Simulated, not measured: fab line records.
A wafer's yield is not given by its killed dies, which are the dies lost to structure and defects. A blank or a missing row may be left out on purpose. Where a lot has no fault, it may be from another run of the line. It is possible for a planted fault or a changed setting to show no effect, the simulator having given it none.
A sampling plan put to the test || flow berkeley cmos170 || one line in one fab, 36 faults in these records, each fault weighed on the records of the lots it struck
Plan = the line's own looks (route steps where a gauge or an inspection reads the wafer without altering it). A look can be judged if struck wafers have a number there and the file gives its usual mean and standard deviation on fault-free wafers. Caught: a look later than the fault's first step finds the struck wafers' mean 4 or more of those standard deviations (sigma) from the usual mean. On the tool: the same test on the tool's own readings at the fault's steps. It also counts as caught if the struck wafers ran another recipe or if their record alone is blank.

== THE FAULTS, as the simulator had put them in ==
1. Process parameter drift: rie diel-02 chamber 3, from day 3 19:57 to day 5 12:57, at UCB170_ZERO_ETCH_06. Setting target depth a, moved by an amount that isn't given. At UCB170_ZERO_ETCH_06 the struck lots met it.
2. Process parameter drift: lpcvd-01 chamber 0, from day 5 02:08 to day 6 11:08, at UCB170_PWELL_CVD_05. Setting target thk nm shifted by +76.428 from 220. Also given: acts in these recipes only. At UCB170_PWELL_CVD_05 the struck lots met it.
3. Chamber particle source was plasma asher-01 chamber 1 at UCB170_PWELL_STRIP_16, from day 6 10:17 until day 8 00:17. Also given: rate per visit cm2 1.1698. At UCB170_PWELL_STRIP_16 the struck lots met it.
4. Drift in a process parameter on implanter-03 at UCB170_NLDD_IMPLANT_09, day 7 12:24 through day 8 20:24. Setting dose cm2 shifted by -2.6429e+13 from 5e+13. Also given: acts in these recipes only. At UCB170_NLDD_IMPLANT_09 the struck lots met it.
5. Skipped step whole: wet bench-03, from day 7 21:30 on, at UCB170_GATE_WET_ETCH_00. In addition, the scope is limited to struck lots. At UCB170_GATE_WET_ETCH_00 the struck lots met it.
6. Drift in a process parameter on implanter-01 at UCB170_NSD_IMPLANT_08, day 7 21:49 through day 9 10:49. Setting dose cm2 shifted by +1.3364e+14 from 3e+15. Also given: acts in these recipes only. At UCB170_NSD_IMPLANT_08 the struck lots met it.
7. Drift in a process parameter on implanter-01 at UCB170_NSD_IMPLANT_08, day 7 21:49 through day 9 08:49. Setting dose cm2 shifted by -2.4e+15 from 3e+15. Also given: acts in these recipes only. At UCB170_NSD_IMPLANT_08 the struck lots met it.
8. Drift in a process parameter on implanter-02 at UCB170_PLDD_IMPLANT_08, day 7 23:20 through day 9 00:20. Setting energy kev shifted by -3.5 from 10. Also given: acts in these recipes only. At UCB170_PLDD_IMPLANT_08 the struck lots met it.
9. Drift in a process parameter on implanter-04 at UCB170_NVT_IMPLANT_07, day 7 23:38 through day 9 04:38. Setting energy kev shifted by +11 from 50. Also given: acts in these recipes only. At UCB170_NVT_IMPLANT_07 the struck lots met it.
10. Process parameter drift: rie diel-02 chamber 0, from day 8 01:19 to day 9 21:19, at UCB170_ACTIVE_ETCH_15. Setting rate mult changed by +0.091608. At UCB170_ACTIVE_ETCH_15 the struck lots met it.
11. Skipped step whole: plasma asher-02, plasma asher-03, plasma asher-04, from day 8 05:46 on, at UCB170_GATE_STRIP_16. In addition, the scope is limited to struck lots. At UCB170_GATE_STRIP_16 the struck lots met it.
12. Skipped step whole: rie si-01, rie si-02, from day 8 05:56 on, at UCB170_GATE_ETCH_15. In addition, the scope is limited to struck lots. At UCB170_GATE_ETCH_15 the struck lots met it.
13. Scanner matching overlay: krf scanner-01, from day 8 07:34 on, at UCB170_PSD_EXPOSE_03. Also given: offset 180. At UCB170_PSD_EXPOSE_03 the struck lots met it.
14. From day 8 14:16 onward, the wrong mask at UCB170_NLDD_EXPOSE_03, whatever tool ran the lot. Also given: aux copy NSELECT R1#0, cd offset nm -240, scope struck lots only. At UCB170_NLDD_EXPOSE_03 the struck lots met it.
15. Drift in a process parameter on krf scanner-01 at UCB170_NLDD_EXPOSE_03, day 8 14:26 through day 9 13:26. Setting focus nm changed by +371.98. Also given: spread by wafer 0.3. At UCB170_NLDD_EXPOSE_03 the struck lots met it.
16. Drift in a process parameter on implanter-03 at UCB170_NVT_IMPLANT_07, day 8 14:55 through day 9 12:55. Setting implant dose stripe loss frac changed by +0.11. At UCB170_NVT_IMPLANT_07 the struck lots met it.
17. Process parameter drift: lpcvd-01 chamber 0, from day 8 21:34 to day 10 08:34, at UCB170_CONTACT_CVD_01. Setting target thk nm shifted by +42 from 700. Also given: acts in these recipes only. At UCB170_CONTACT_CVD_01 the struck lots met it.
18. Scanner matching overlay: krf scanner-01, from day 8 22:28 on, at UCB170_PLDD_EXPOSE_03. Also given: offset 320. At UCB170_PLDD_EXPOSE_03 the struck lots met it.
19. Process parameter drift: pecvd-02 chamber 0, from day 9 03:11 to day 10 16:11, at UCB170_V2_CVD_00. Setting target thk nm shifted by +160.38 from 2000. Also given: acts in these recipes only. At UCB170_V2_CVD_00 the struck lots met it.
20. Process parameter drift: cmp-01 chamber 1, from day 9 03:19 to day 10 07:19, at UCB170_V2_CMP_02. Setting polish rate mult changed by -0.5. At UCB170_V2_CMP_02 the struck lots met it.
21. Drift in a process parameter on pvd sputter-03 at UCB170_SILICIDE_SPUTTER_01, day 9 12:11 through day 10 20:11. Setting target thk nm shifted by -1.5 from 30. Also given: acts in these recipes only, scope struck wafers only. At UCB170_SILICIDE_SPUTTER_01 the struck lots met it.
22. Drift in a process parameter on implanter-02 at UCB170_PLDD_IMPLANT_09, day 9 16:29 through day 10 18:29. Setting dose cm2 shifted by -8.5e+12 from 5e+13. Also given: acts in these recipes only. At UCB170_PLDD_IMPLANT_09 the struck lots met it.
23. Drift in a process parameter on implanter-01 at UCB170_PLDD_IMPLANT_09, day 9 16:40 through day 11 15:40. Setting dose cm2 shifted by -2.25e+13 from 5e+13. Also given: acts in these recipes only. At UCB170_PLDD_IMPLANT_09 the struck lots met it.
24. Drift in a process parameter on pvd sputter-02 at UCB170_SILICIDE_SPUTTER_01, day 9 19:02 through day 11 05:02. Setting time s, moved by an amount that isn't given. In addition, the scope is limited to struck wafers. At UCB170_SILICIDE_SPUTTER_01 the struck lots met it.
25. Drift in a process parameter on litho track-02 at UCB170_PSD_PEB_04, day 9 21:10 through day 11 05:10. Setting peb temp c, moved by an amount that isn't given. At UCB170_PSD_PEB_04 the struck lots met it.
26. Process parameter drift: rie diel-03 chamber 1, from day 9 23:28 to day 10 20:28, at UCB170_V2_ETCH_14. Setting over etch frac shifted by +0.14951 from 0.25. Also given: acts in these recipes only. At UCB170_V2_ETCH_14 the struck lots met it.
27. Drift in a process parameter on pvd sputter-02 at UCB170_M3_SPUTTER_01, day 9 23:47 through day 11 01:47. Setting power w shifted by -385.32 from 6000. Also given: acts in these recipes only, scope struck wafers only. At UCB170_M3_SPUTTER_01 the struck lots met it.
28. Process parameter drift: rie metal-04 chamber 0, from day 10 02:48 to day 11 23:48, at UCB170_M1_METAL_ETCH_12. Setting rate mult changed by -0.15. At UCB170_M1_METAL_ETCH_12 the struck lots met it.
29. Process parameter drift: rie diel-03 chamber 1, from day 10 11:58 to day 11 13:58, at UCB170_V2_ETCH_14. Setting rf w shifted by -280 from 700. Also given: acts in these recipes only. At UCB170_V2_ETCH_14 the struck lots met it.
30. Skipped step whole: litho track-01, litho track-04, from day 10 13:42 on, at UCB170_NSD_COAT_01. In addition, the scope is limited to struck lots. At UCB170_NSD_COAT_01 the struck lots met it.
31. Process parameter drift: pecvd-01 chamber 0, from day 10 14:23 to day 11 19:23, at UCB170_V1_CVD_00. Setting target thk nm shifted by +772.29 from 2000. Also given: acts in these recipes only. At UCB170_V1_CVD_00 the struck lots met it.
32. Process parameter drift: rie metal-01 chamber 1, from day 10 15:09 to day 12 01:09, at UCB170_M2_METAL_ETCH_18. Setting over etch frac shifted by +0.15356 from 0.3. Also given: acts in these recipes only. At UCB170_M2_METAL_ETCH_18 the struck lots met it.
33. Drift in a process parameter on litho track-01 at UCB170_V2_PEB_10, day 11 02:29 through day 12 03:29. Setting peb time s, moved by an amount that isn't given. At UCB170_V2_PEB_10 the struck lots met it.
34. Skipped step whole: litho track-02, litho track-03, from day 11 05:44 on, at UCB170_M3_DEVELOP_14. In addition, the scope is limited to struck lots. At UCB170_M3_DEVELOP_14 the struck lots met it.
35. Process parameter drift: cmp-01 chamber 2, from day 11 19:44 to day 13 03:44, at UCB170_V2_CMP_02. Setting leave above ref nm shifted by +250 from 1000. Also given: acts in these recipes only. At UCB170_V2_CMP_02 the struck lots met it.
36. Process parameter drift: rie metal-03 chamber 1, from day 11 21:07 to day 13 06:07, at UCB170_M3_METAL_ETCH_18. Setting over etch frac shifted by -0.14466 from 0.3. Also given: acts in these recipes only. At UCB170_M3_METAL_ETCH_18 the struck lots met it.

== WHAT THE PLAN SAW ==
{"fault": 1, "on the tool itself": "oes product au -8.7 sigma", "first look that catches it": "no look after it can be judged", "reading, sigma": "-", "median hours from its first step to that look": "-", "hours from the fault's start to the first struck lot there": "-", "judged looks passed uncaught": 0}
{"fault": 2, "on the tool itself": "under 2 sigma", "first look that catches it": "UCB170_PWELL_THK_MEAS_06", "reading, sigma": "PWELL_NITRIDE_THK +36", "median hours from its first step to that look": 1.9, "hours from the fault's start to the first struck lot there": 5, "judged looks passed uncaught": 0}
{"fault": 3, "on the tool itself": "under 2 sigma", "first look that catches it": "none of the 2 looks that can be judged after it", "reading, sigma": "-", "median hours from its first step to that look": "-", "hours from the fault's start to the first struck lot there": "-", "judged looks passed uncaught": 2}
{"fault": 4, "on the tool itself": "dose ions cm2 -99 or beyond sigma", "first look that catches it": "UCB170_NLDD_TW_MEAS_11", "reading, sigma": "NLDD_TW -15", "median hours from its first step to that look": 0.2, "hours from the fault's start to the first struck lot there": 6, "judged looks passed uncaught": 0}
{"fault": 5, "on the tool itself": "the tool's record is blank for the struck wafers", "first look that catches it": "UCB170_FIELD_THK_MEAS_91", "reading, sigma": "FIELD_OXIDE_LEFT_2_THK +4.1", "median hours from its first step to that look": 0.1, "hours from the fault's start to the first struck lot there": 1, "judged looks passed uncaught": 0}
{"fault": 6, "on the tool itself": "dose ions cm2 +43 sigma", "first look that catches it": "UCB170_SDANNEAL_RS_MEAS_03", "reading, sigma": "NSD_RS -7.5", "median hours from its first step to that look": 3.9, "hours from the fault's start to the first struck lot there": 7, "judged looks passed uncaught": 1}
{"fault": 7, "on the tool itself": "dose ions cm2 -99 or beyond sigma", "first look that catches it": "UCB170_NSD_TW_MEAS_10", "reading, sigma": "NSD_TW -33", "median hours from its first step to that look": 0.3, "hours from the fault's start to the first struck lot there": 3, "judged looks passed uncaught": 0}
{"fault": 8, "on the tool itself": "beam energy keV -99 or beyond sigma", "first look that catches it": "UCB170_PLDD_TW_MEAS_11", "reading, sigma": "PLDD_TW -7.4", "median hours from its first step to that look": 0.4, "hours from the fault's start to the first struck lot there": 11, "judged looks passed uncaught": 0}
{"fault": 9, "on the tool itself": "beam energy keV +99 or beyond sigma", "first look that catches it": "UCB170_NVT_TW_MEAS_09", "reading, sigma": "NVT_TW +4.0", "median hours from its first step to that look": 0.2, "hours from the fault's start to the first struck lot there": 7, "judged looks passed uncaught": 0}
{"fault": 10, "on the tool itself": "under 2 sigma", "first look that catches it": "none of the 3 looks that can be judged after it", "reading, sigma": "strongest: cd nm at UCB170_ACTIVE_CD_MEAS_90, +2.0", "median hours from its first step to that look": "-", "hours from the fault's start to the first struck lot there": "-", "judged looks passed uncaught": 3}
{"fault": 11, "on the tool itself": "no reading that can be judged", "first look that catches it": "not the one look that can be judged after it", "reading, sigma": "-", "median hours from its first step to that look": "-", "hours from the fault's start to the first struck lot there": "-", "judged looks passed uncaught": 1}
{"fault": 12, "on the tool itself": "the tool's record is blank for the struck wafers", "first look that catches it": "no look after it can be judged", "reading, sigma": "-", "median hours from its first step to that look": "-", "hours from the fault's start to the first struck lot there": "-", "judged looks passed uncaught": 0}
{"fault": 13, "on the tool itself": "under 2 sigma", "first look that catches it": "UCB170_PSD_OVL_MEAS_07", "reading, sigma": "PSD_OVL +25", "median hours from its first step to that look": 1.1, "hours from the fault's start to the first struck lot there": 19, "judged looks passed uncaught": 0}
{"fault": 14, "on the tool itself": "no reading that can be judged", "first look that catches it": "UCB170_NLDD_CD_MEAS_06", "reading, sigma": "cd nm -99 or beyond", "median hours from its first step to that look": 0.6, "hours from the fault's start to the first struck lot there": 1, "judged looks passed uncaught": 0}
{"fault": 15, "on the tool itself": "no reading that can be judged", "first look that catches it": "not the one look that can be judged after it", "reading, sigma": "strongest: cd nm at UCB170_NLDD_CD_MEAS_06, +3.9", "median hours from its first step to that look": "-", "hours from the fault's start to the first struck lot there": "-", "judged looks passed uncaught": 1}
{"fault": 16, "on the tool itself": "under 2 sigma", "first look that catches it": "none of the 8 looks that can be judged after it", "reading, sigma": "-", "median hours from its first step to that look": "-", "hours from the fault's start to the first struck lot there": "-", "judged looks passed uncaught": 8}
{"fault": 17, "on the tool itself": "no reading that can be judged", "first look that catches it": "UCB170_CONTACT_THK_MEAS_02", "reading, sigma": "CONTACT_PSG_THK +8.3", "median hours from its first step to that look": 1.8, "hours from the fault's start to the first struck lot there": 16, "judged looks passed uncaught": 0}
{"fault": 18, "on the tool itself": "under 2 sigma", "first look that catches it": "UCB170_PLDD_OVL_MEAS_07", "reading, sigma": "PLDD_OVL +45", "median hours from its first step to that look": 0.7, "hours from the fault's start to the first struck lot there": 14, "judged looks passed uncaught": 0}
{"fault": 19, "on the tool itself": "under 2 sigma", "first look that catches it": "UCB170_V2_THK_MEAS_01", "reading, sigma": "V2_TEOS_THK +8.2", "median hours from its first step to that look": 0.2, "hours from the fault's start to the first struck lot there": 6, "judged looks passed uncaught": 0}
{"fault": 20, "on the tool itself": "under 2 sigma", "first look that catches it": "UCB170_V2_THK_MEAS_04", "reading, sigma": "V2_POLISHED_THK +99 or beyond", "median hours from its first step to that look": 0.4, "hours from the fault's start to the first struck lot there": 6, "judged looks passed uncaught": 0}
{"fault": 21, "on the tool itself": "under 2 sigma", "first look that catches it": "UCB170_SILICIDE_RS_MEAS_02", "reading, sigma": "SILICIDE_TI_RS +4.5", "median hours from its first step to that look": 0.1, "hours from the fault's start to the first struck lot there": 1, "judged looks passed uncaught": 0}
{"fault": 22, "on the tool itself": "dose ions cm2 -99 or beyond sigma", "first look that catches it": "UCB170_SDANNEAL_RS_MEAS_04", "reading, sigma": "PLDD_RS +25", "median hours from its first step to that look": 13.8, "hours from the fault's start to the first struck lot there": 16, "judged looks passed uncaught": 2}
{"fault": 23, "on the tool itself": "dose ions cm2 -99 or beyond sigma", "first look that catches it": "UCB170_PLDD_TW_MEAS_11", "reading, sigma": "PLDD_TW -12", "median hours from its first step to that look": 0.2, "hours from the fault's start to the first struck lot there": 4, "judged looks passed uncaught": 0}
{"fault": 24, "on the tool itself": "under 2 sigma", "first look that catches it": "UCB170_SILICIDE_RS_MEAS_02", "reading, sigma": "SILICIDE_TI_RS +11", "median hours from its first step to that look": 0.1, "hours from the fault's start to the first struck lot there": 12, "judged looks passed uncaught": 0}
{"fault": 25, "on the tool itself": "heater power total W +50 sigma", "first look that catches it": "UCB170_PSD_CD_MEAS_06", "reading, sigma": "cd nm +15", "median hours from its first step to that look": 0.3, "hours from the fault's start to the first struck lot there": 0, "judged looks passed uncaught": 0}
{"fault": 26, "on the tool itself": "only faintly: oes product au -3.9 sigma", "first look that catches it": "not the one look that can be judged after it", "reading, sigma": "-", "median hours from its first step to that look": "-", "hours from the fault's start to the first struck lot there": "-", "judged looks passed uncaught": 1}
{"fault": 27, "on the tool itself": "cathode dc power W -99 or beyond sigma", "first look that catches it": "UCB170_M3_RS_MEAS_02", "reading, sigma": "M3_AL_RS +7.2", "median hours from its first step to that look": 0.1, "hours from the fault's start to the first struck lot there": 11, "judged looks passed uncaught": 0}
{"fault": 28, "on the tool itself": "under 2 sigma", "first look that catches it": "not the one look that can be judged after it", "reading, sigma": "strongest: cd nm at UCB170_M1_CD_MEAS_90, +2.6", "median hours from its first step to that look": "-", "hours from the fault's start to the first struck lot there": "-", "judged looks passed uncaught": 1}
{"fault": 29, "on the tool itself": "rf fwd power W -99 or beyond sigma", "first look that catches it": "not the one look that can be judged after it", "reading, sigma": "strongest: cd nm at UCB170_V2_CD_MEAS_90, -3.5", "median hours from its first step to that look": "-", "hours from the fault's start to the first struck lot there": "-", "judged looks passed uncaught": 1}
{"fault": 30, "on the tool itself": "the tool's record is blank for the struck wafers", "first look that catches it": "not the one look that can be judged after it", "reading, sigma": "-", "median hours from its first step to that look": "-", "hours from the fault's start to the first struck lot there": "-", "judged looks passed uncaught": 1}
{"fault": 31, "on the tool itself": "under 2 sigma", "first look that catches it": "UCB170_V1_THK_MEAS_01", "reading, sigma": "V1_TEOS_THK +32", "median hours from its first step to that look": 0.2, "hours from the fault's start to the first struck lot there": 2, "judged looks passed uncaught": 0}
{"fault": 32, "on the tool itself": "only faintly: oes product au -3.3 sigma", "first look that catches it": "no look after it can be judged", "reading, sigma": "-", "median hours from its first step to that look": "-", "hours from the fault's start to the first struck lot there": "-", "judged looks passed uncaught": 0}
{"fault": 33, "on the tool itself": "heater power total W +79 sigma", "first look that catches it": "UCB170_V2_CD_MEAS_12", "reading, sigma": "cd nm -9.3", "median hours from its first step to that look": 0.3, "hours from the fault's start to the first struck lot there": 0, "judged looks passed uncaught": 0}
{"fault": 34, "on the tool itself": "no reading that can be judged", "first look that catches it": "no look after it can be judged", "reading, sigma": "-", "median hours from its first step to that look": "-", "hours from the fault's start to the first struck lot there": "-", "judged looks passed uncaught": 0}
{"fault": 35, "on the tool itself": "under 2 sigma", "first look that catches it": "UCB170_V2_THK_MEAS_04", "reading, sigma": "V2_POLISHED_THK +99 or beyond", "median hours from its first step to that look": 0.4, "hours from the fault's start to the first struck lot there": 6, "judged looks passed uncaught": 1}
{"fault": 36, "on the tool itself": "oes product au +7.5 sigma", "first look that catches it": "no look after it can be judged", "reading, sigma": "-", "median hours from its first step to that look": "-", "hours from the fault's start to the first struck lot there": "-", "judged looks passed uncaught": 0}
A dash: the fault is not caught, or the number is missing from these records.

Caught at a look: 22 of 36. Caught on the tool: 16 of 36. By one or the other: 27 of 36.
Faults 1, 12, 29, 30, 36 were caught on the tool alone.
Caught at a look alone: faults 2, 13, 14, 17, 18, 19, 20, 21, 24, 31, 35.
Caught by neither: faults 3, 10, 11, 15, 16, 26, 28, 32, 34.

== THINNER SAMPLING ==
Were the look that catches a fault to measure just every second or every third lot (counted by lot number), the first struck lot would, at worst, be measured this late:
{"fault": 2, "struck lots at that look, in order of time": "L173, L174", "every lot": "5 h", "every second lot": "5 h", "every third lot": "may miss all 2"}
{"fault": 4, "struck lots at that look, in order of time": "L369, L373, L375", "every lot": "6 h", "every second lot": "may miss all 3", "every third lot": "may miss all 3"}
{"fault": 5, "struck lots at that look, in order of time": "L655, L659", "every lot": "1 h", "every second lot": "may miss all 2", "every third lot": "may miss all 2"}
{"fault": 6, "struck lots at that look, in order of time": "L831, L833", "every lot": "7 h", "every second lot": "may miss all 2", "every third lot": "may miss all 2"}
{"fault": 7, "struck lots at that look, in order of time": "L403, L405", "every lot": "3 h", "every second lot": "may miss all 2", "every third lot": "may miss all 2"}
{"fault": 8, "struck lots at that look, in order of time": "L157, L154", "every lot": "11 h", "every second lot": "12 h", "every third lot": "may miss all 2"}
{"fault": 9, "struck lots at that look, in order of time": "L970, L969", "every lot": "7 h", "every second lot": "24 h", "every third lot": "may miss all 2"}
{"fault": 13, "struck lots at that look, in order of time": "L656, L662", "every lot": "19 h", "every second lot": "may miss all 2", "every third lot": "may miss all 2"}
{"fault": 14, "struck lots at that look, in order of time": "L674", "every lot": "1 h", "every second lot": "may miss it", "every third lot": "may miss it"}
{"fault": 17, "struck lots at that look, in order of time": "L923", "every lot": "16 h", "every second lot": "may miss it", "every third lot": "may miss it"}
{"fault": 18, "struck lots at that look, in order of time": "L963, L962", "every lot": "14 h", "every second lot": "22 h", "every third lot": "may miss all 2"}
{"fault": 19, "struck lots at that look, in order of time": "L634, L636", "every lot": "6 h", "every second lot": "may miss all 2", "every third lot": "may miss all 2"}
{"fault": 20, "struck lots at that look, in order of time": "L549, L554", "every lot": "6 h", "every second lot": "6 h", "every third lot": "may miss all 2"}
{"fault": 21, "struck lots at that look, in order of time": "L922, L927", "every lot": "1 h", "every second lot": "13 h", "every third lot": "may miss all 2"}
{"fault": 22, "struck lots at that look, in order of time": "L619, L622", "every lot": "16 h", "every second lot": "25 h", "every third lot": "may miss all 2"}
{"fault": 23, "struck lots at that look, in order of time": "L212, L213", "every lot": "4 h", "every second lot": "9 h", "every third lot": "may miss all 2"}
{"fault": 24, "struck lots at that look, in order of time": "L353", "every lot": "12 h", "every second lot": "may miss it", "every third lot": "may miss it"}
{"fault": 25, "struck lots at that look, in order of time": "L244, L242", "every lot": "0 h", "every second lot": "may miss all 2", "every third lot": "may miss all 2"}
{"fault": 27, "struck lots at that look, in order of time": "L393, L391", "every lot": "11 h", "every second lot": "may miss all 2", "every third lot": "may miss all 2"}
{"fault": 31, "struck lots at that look, in order of time": "L918, L923", "every lot": "2 h", "every second lot": "6 h", "every third lot": "may miss all 2"}
{"fault": 33, "struck lots at that look, in order of time": "L169, L170, L175", "every lot": "0 h", "every second lot": "0 h", "every third lot": "may miss all 3"}
{"fault": 35, "struck lots at that look, in order of time": "L528, L529", "every lot": "6 h", "every second lot": "18 h", "every third lot": "may miss all 2"}
Hours count from the start of the fault until the first struck lot that is measured. Since the struck wafers were tested as one group against 4 sigma, a single lot by itself may lie under the limit. Other struck lots may not be in these records.

== THE LONGEST TIMED WAY FROM STEP TO LOOK ==
Fault 22: median gap of 13.8 hours between UCB170_PLDD_IMPLANT_09 and UCB170_SDANNEAL_RS_MEAS_04. The looks between them that can be judged stayed within 4 sigma: UCB170_PLDD_TW_MEAS_11, UCB170_PSD_TW_MEAS_10.
